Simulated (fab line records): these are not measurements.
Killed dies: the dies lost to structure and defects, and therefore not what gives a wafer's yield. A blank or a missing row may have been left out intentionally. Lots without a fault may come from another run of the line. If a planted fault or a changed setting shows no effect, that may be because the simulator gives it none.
2 desks, one fault -- flow berkeley-cmos170 -- only its own numbers are on each desk; what lay behind them is given at the end

## METROLOGY DESK
What the gauges read, lot by lot, whatever tool the lot ran on: means of the sampled wafers that have a number. The brackets show how far a lot's mean lies from the usual mean; more than 4 standard deviations puts the lot out of limits, marked OUT. 7 of its 13 readings are shown, namely those furthest out on some lot.
Columns: A = M1_AL_RS at UCB170_M1_RS_MEAS_01, usual 0.0486 ohm/sq; B = M1_AL_THK at UCB170_M1_THK_MEAS_02, usual 613 nm; C = cd-nm at UCB170_M1_CD_MEAS_09, usual 699.7 nm; D = V1_POLISHED_THK at UCB170_V1_THK_MEAS_04, usual 1000.0 nm; E = cd-nm at UCB170_V1_CD_MEAS_12, usual 699.4 nm; F = cd-nm at UCB170_V1_CD_MEAS_90, usual 699.1 nm; G = M2_AL_RS at UCB170_M2_RS_MEAS_02, usual 0.0322 ohm/sq
lot,first seen here,A,B,C,D,E,F,G
L429,day 8 16:40,0.0490,608,700.2,1000.4,699.3,698.8,0.0322
L433,day 9 11:43,0.0489,613,700.8,1000.8,698.5,698.0,0.0325
L436,day 10 16:19,0.0477,625,697.8,998.8,700.8,701.1,0.0326
L437,day 10 16:54,0.0495,601,699.6,1001.7,699.5,699.7,0.0327
L439,day 11 07:59,0.0489,607,699.5,1000.1,701.5,701.7,0.0322
L438,day 11 09:14,0.0485,617,700.9,999.5,698.4,698.4,0.0326
This desk's finding: nothing out of limits on any of the 6 lots.

## THE TOOL OWNER'S DESK: plasma-asher-04
The tool's own readings at UCB170_M1_STRIP_13 (strips in O2): means of the sampled wafers that have a number, for each lot that ran on this tool. The brackets show how far a lot's mean lies from the usual mean; more than 4 standard deviations puts the lot out of limits, marked OUT.
Columns: A = drypump-motor-current-A at UCB170_M1_STRIP_13, usual 5.8 A; B = oes-product-au at UCB170_M1_STRIP_13, usual 0.721 a.u.
lot,first seen here,A,B
L433,day 9 13:20,6.1,0.720
L437,day 10 18:30,6.1,0.721
L439,day 11 09:38,6.1,0.719
This desk's finding: nothing out of limits on any of the 3 lots.

## PUT TOGETHER
Nothing out of limits was seen by the metrology desk.
The tool owner's desk saw nothing out of limits.

## WHAT THE SIMULATOR PUT IN
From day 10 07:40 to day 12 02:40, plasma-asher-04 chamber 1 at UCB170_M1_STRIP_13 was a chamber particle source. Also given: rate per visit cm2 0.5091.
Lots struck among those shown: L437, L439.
